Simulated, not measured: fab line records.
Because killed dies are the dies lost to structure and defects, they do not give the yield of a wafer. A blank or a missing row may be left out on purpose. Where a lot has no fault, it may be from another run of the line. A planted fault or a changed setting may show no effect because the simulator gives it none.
Which tool is to blame? + flow berkeley cmos170 + Sampling: 13 lots, 39 wafers, 2 of 331 route steps

## WHAT EACH GAUGE READ, for each wafer
UCB170_M3_CD_MEAS_15: the cd target is 700 nm. Usual: cd nm at 700.0 nm, with a standard deviation of 1.3.
| lot  | measured     | on        | cd nm (nm)        | flag |
|------|--------------|-----------|-------------------|------|
| L864 | day 8 03:52  | cd sem-01 | 699.2 698.7 698.9 |      |
| L863 | day 8 04:41  | cd sem-01 | 700.2 700.3 699.4 |      |
| L865 | day 8 08:24  | cd sem-01 | 697.5 700.4 699.5 |      |
| L867 | day 8 18:38  | cd sem-02 | 699.0 698.0 698.5 |      |
| L866 | day 8 19:41  | cd sem-01 | 698.2 699.4 700.7 |      |
| L869 | day 9 05:27  | cd sem-02 | 700.8 699.8 699.4 |      |
| L870 | day 9 06:08  | cd sem-02 | 699.4 698.4 699.8 |      |
| L871 | day 9 07:30  | cd sem-02 | 700.8 700.2 701.2 |      |
| L878 | day 10 23:55 | cd sem-01 | 693.9 693.5 694.5 | OFF  |
| L879 | day 11 00:20 | cd sem-01 | 699.5 699.2 699.3 |      |
| L880 | day 11 14:43 | cd sem-01 | 698.9 698.3 698.7 |      |
| L884 | day 12 13:38 | cd sem-02 | 700.2 701.1 699.0 |      |
| L885 | day 12 13:53 | cd sem-02 | 700.8 701.6 700.3 |      |

## WHICH TOOL RAN EACH LOT (tool, then ch and the chambers of the sampled wafers, then the start)
| lot  | UCB170_M3_EXPOSE_12               |
|------|-----------------------------------|
| L864 | krf scanner-02 ch 0, day 8 02:46  |
| L863 | krf scanner-01 ch 0, day 8 04:12  |
| L865 | krf scanner-02 ch 0, day 8 08:01  |
| L867 | krf scanner-02 ch 0, day 8 18:00  |
| L866 | krf scanner-01 ch 0, day 8 18:37  |
| L869 | krf scanner-02 ch 0, day 9 04:40  |
| L870 | krf scanner-02 ch 0, day 9 05:15  |
| L871 | krf scanner-02 ch 0, day 9 07:07  |
| L878 | krf scanner-01 ch 0, day 10 23:19 |
| L879 | krf scanner-02 ch 0, day 10 23:44 |
| L880 | krf scanner-02 ch 0, day 11 14:05 |
| L884 | krf scanner-02 ch 0, day 12 12:49 |
| L885 | krf scanner-02 ch 0, day 12 13:10 |
- UCB170_M3_EXPOSE_12: exposes mask METAL3, target cd 700 nm.

## AS READ BY THE TOOLS THEMSELVES (means over the sampled wafers that have a number; for cases with no such wafer, the mark the record gives instead)
UCB170_M3_EXPOSE_12. Usual: exposure dose mJ cm2 at 26.44, with a standard deviation of 0.043.
| lot  | tool           | exposure dose mJ cm2 | flag |
|------|----------------|----------------------|------|
| L864 | krf scanner-02 | 26.41                |      |
| L863 | krf scanner-01 | 26.42                |      |
| L865 | krf scanner-02 | 26.38                |      |
| L867 | krf scanner-02 | 26.43                |      |
| L866 | krf scanner-01 | 26.46                |      |
| L869 | krf scanner-02 | 26.43                |      |
| L870 | krf scanner-02 | 26.40                |      |
| L871 | krf scanner-02 | 26.40                |      |
| L878 | krf scanner-01 | 26.22                | OFF  |
| L879 | krf scanner-02 | 26.42                |      |
| L880 | krf scanner-02 | 26.42                |      |
| L884 | krf scanner-02 | 26.40                |      |
| L885 | krf scanner-02 | 26.41                |      |

## THE ANSWER, worked out from the rows above alone
Rule: a lot counts as off when the mean over its wafers that have a number is more than 3 standard deviations away from the usual mean. Also off: a lot with no number at a reading for which 4 or more lots have one. All remaining lots with rows at the step are treated as sound. The gauges are gone through in route order, then the tools' own readings, and for those a lot's mean is taken as printed above. At the first step where some lot is off, the reading lying furthest off is the one used; lots without a number count as furthest.
Off: L878 (UCB170_M3_CD_MEAS_15, cd nm).
If a tool, at a process step before that reading, ran all the lots that are off and no sound lot after the first of them, it fits. Not tried: the gauges at UCB170_M3_CD_MEAS_15; whatever is off there is also off at UCB170_M3_EXPOSE_12, on other tools, and gauge error can't account for it. One fits: krf scanner-01 at UCB170_M3_EXPOSE_12. A fault onset in the window from L866 (day 8 18:37, its last sound lot) to L878 (day 10 23:19, its first lot off) fits.
The tool's own readings at UCB170_M3_EXPOSE_12 bear it out: on the lots that are off they differ by more than 5 times the standard deviation of the sound lots' means. exposure dose mJ cm2 reads 26.22 there against 26.41 on the sound lots.

## WHAT THE SIMULATOR HAD INSERTED
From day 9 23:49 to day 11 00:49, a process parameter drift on krf scanner-01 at UCB170_M3_EXPOSE_12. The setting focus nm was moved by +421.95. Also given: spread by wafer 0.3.
Struck lots among those shown: L878. The rule above reached the same finding.
